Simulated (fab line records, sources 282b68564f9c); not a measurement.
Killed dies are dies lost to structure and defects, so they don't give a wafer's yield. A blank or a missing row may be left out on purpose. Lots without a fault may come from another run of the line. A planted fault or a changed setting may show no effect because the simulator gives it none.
Tool commonality check | flow rit_cmos | 13 lots, 39 wafers sampled

WHY IT WAS OPENED
At RIT_GATE_CD_MEAS_16 the reading cd_nm is flagged on 1 of 13 lots. Wafers without a fault read 150.5 nm, standard deviation 2.5.
Rule: a lot is flagged when every wafer of it that has a number lies more than 4 standard deviations from that mean, or none has a number. The other lots count as sound.

lot  | measured    | on        | cd_nm (nm), wafer by wafer | flag
L589 | day 2 19:35 | cd_sem-01 | 154.6 151.2 155.1          |
L593 | day 3 18:49 | cd_sem-01 | 149.2 146.7 147.0          |
L594 | day 3 18:53 | cd_sem-02 | 156.0 152.9 156.4          |
L595 | day 3 20:19 | cd_sem-01 | 147.9 147.1 149.9          |
L596 | day 4 08:41 | cd_sem-01 | 151.9 152.2 152.1          |
L597 | day 4 11:25 | cd_sem-02 | 151.6 151.9 154.1          |
L598 | day 4 16:44 | cd_sem-01 | 150.2 150.5 150.3          |
L600 | day 5 05:51 | cd_sem-01 | 150.0 150.3 150.2          |
L601 | day 5 08:53 | cd_sem-01 | 148.3 150.5 150.1          |
L603 | day 5 15:10 | cd_sem-02 | 126.9 127.1 128.3          | FLAGGED
L604 | day 6 11:52 | cd_sem-02 | 150.2 150.3 148.4          |
L605 | day 6 12:04 | cd_sem-01 | 150.5 150.4 151.4          |
L607 | day 6 19:15 | cd_sem-02 | 148.0 148.1 148.2          |
The numbers of the flagged lots are 127.4 nm on average: -23.1 nm against the usual, or -9 standard deviations.

WHICH TOOL RAN EACH LOT
The record holds 1 process step before the reading, out of a route of 202 steps. In each cell: the tool, then ch and the chambers that the sampled wafers went through, then the start.
lot  | flag    | RIT_GATE_EXPOSE_13
L589 |         | iline_stepper-02 ch 0, day 2 19:11
L593 |         | iline_stepper-02 ch 0, day 3 18:13
L594 |         | iline_stepper-01 ch 0, day 3 18:29
L595 |         | iline_stepper-02 ch 0, day 3 19:53
L596 |         | iline_stepper-02 ch 0, day 4 08:05
L597 |         | iline_stepper-01 ch 0, day 4 11:00
L598 |         | iline_stepper-02 ch 0, day 4 16:20
L600 |         | iline_stepper-02 ch 0, day 5 05:19
L601 |         | iline_stepper-01 ch 0, day 5 08:29
L603 | FLAGGED | iline_stepper-01 ch 0, day 5 14:41
L604 |         | iline_stepper-02 ch 0, day 6 11:28
L605 |         | iline_stepper-01 ch 0, day 6 11:40
L607 |         | iline_stepper-02 ch 0, day 6 18:51
What these steps do:
- RIT_GATE_EXPOSE_13: exposes mask M6, target cd 150 nm.
- RIT_GATE_CD_MEAS_16: target cd 150 nm.

FLAGGED OVER TOTAL, TOOL BY TOOL (the gauges that took the reading come last)
step                | tool             | lots run | flagged | share of the flagged lots | sound lots run after its first flagged lot
RIT_GATE_EXPOSE_13  | iline_stepper-01 | 5        | 1       | all                       | 1 (L605)
RIT_GATE_EXPOSE_13  | iline_stepper-02 | 8        | 0       | none                      | -
RIT_GATE_CD_MEAS_16 | cd_sem-01        | 8        | 0       | none                      | -
RIT_GATE_CD_MEAS_16 | cd_sem-02        | 5        | 1       | all                       | 2 (L604,L607)

WHAT THE TABLE ALLOWS
2 rows of the table ran every flagged lot: iline_stepper-01 at RIT_GATE_EXPOSE_13, cd_sem-02 at RIT_GATE_CD_MEAS_16.
- iline_stepper-01 at RIT_GATE_EXPOSE_13: 1 of its 5 lots flagged. Sound lots ran on it after the first flagged one (L605), which a lasting fault on the whole tool wouldn't allow.
- cd_sem-02 at RIT_GATE_CD_MEAS_16: 1 of its 5 lots flagged. Sound lots ran on it after the first flagged one (L604, L607), which a lasting fault on the whole tool wouldn't allow.
No row of the table ran every flagged lot and no sound lot after the first.

WHAT THE SIMULATOR HAD PUT IN
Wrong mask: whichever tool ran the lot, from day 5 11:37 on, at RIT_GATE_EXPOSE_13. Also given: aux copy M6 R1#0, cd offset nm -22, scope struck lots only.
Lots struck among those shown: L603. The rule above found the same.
